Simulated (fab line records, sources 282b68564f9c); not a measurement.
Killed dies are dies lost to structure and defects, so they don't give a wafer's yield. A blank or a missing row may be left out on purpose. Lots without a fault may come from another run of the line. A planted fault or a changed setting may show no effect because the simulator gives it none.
Tool commonality check | flow rit_cmos | 13 lots, 39 wafers sampled

WHY IT WAS OPENED
At RIT_GATE_CD_MEAS_16 the reading cd_nm is flagged on 1 of 13 lots. Wafers without a fault read 150.6 nm, standard deviation 2.1.
Rule: a lot is flagged when every wafer of it that has a number lies more than 4 standard deviations from that mean, or none has a number. The other lots count as sound.

lot  | measured    | on        | cd_nm (nm), wafer by wafer | flag
L907 | day 2 13:26 | cd_sem-02 | 149.4 150.9 149.1          |
L908 | day 2 19:15 | cd_sem-01 | 151.0 151.8 151.7          |
L909 | day 3 01:15 | cd_sem-02 | 148.8 149.6 150.2          |
L910 | day 3 04:16 | cd_sem-02 | 147.6 148.7 146.4          |
L911 | day 3 09:40 | cd_sem-02 | 148.9 149.2 151.0          |
L913 | day 3 18:37 | cd_sem-01 | 147.6 149.2 150.3          |
L915 | day 4 05:00 | cd_sem-02 | 148.5 147.1 149.3          |
L916 | day 4 10:37 | cd_sem-01 | 152.3 150.5 149.2          |
L918 | day 4 20:50 | cd_sem-02 | 149.4 148.8 148.8          |
L919 | day 4 23:59 | cd_sem-02 | 149.6 150.0 149.4          |
L921 | day 5 11:08 | cd_sem-02 | 191.8 191.2 192.7          | FLAGGED
L925 | day 6 06:28 | cd_sem-01 | 148.1 147.0 147.5          |
L926 | day 6 11:03 | cd_sem-02 | 155.6 153.5 156.1          |
The numbers of the flagged lots are 191.9 nm on average: +41.3 nm against the usual, or +20 standard deviations.

WHICH TOOL RAN EACH LOT
The record holds 1 process step before the reading, out of a route of 202 steps. In each cell: the tool, then ch and the chambers that the sampled wafers went through, then the start.
lot  | flag    | RIT_GATE_EXPOSE_13
L907 |         | iline_stepper-01 ch 0, day 2 13:02
L908 |         | iline_stepper-02 ch 0, day 2 18:51
L909 |         | iline_stepper-01 ch 0, day 3 00:51
L910 |         | iline_stepper-02 ch 0, day 3 03:52
L911 |         | iline_stepper-01 ch 0, day 3 09:16
L913 |         | iline_stepper-02 ch 0, day 3 18:13
L915 |         | iline_stepper-02 ch 0, day 4 04:29
L916 |         | iline_stepper-01 ch 0, day 4 10:13
L918 |         | iline_stepper-01 ch 0, day 4 20:26
L919 |         | iline_stepper-02 ch 0, day 4 23:35
L921 | FLAGGED | iline_stepper-01 ch 0, day 5 10:44
L925 |         | iline_stepper-01 ch 0, day 6 06:04
L926 |         | iline_stepper-01 ch 0, day 6 10:39
What these steps do:
- RIT_GATE_EXPOSE_13: exposes mask M6, target cd 150 nm.
- RIT_GATE_CD_MEAS_16: target cd 150 nm.

FLAGGED OVER TOTAL, TOOL BY TOOL (the gauges that took the reading come last)
step                | tool             | lots run | flagged | share of the flagged lots | sound lots run after its first flagged lot
RIT_GATE_EXPOSE_13  | iline_stepper-01 | 8        | 1       | all                       | 2 (L925,L926)
RIT_GATE_EXPOSE_13  | iline_stepper-02 | 5        | 0       | none                      | -
RIT_GATE_CD_MEAS_16 | cd_sem-01        | 4        | 0       | none                      | -
RIT_GATE_CD_MEAS_16 | cd_sem-02        | 9        | 1       | all                       | 1 (L926)

WHAT THE TABLE ALLOWS
2 rows of the table ran every flagged lot: iline_stepper-01 at RIT_GATE_EXPOSE_13, cd_sem-02 at RIT_GATE_CD_MEAS_16.
- iline_stepper-01 at RIT_GATE_EXPOSE_13: 1 of its 8 lots flagged. Sound lots ran on it after the first flagged one (L925, L926), which a lasting fault on the whole tool wouldn't allow.
- cd_sem-02 at RIT_GATE_CD_MEAS_16: 1 of its 9 lots flagged. Sound lots ran on it after the first flagged one (L926), which a lasting fault on the whole tool wouldn't allow.
No row of the table ran every flagged lot and no sound lot after the first.

WHAT THE SIMULATOR HAD PUT IN
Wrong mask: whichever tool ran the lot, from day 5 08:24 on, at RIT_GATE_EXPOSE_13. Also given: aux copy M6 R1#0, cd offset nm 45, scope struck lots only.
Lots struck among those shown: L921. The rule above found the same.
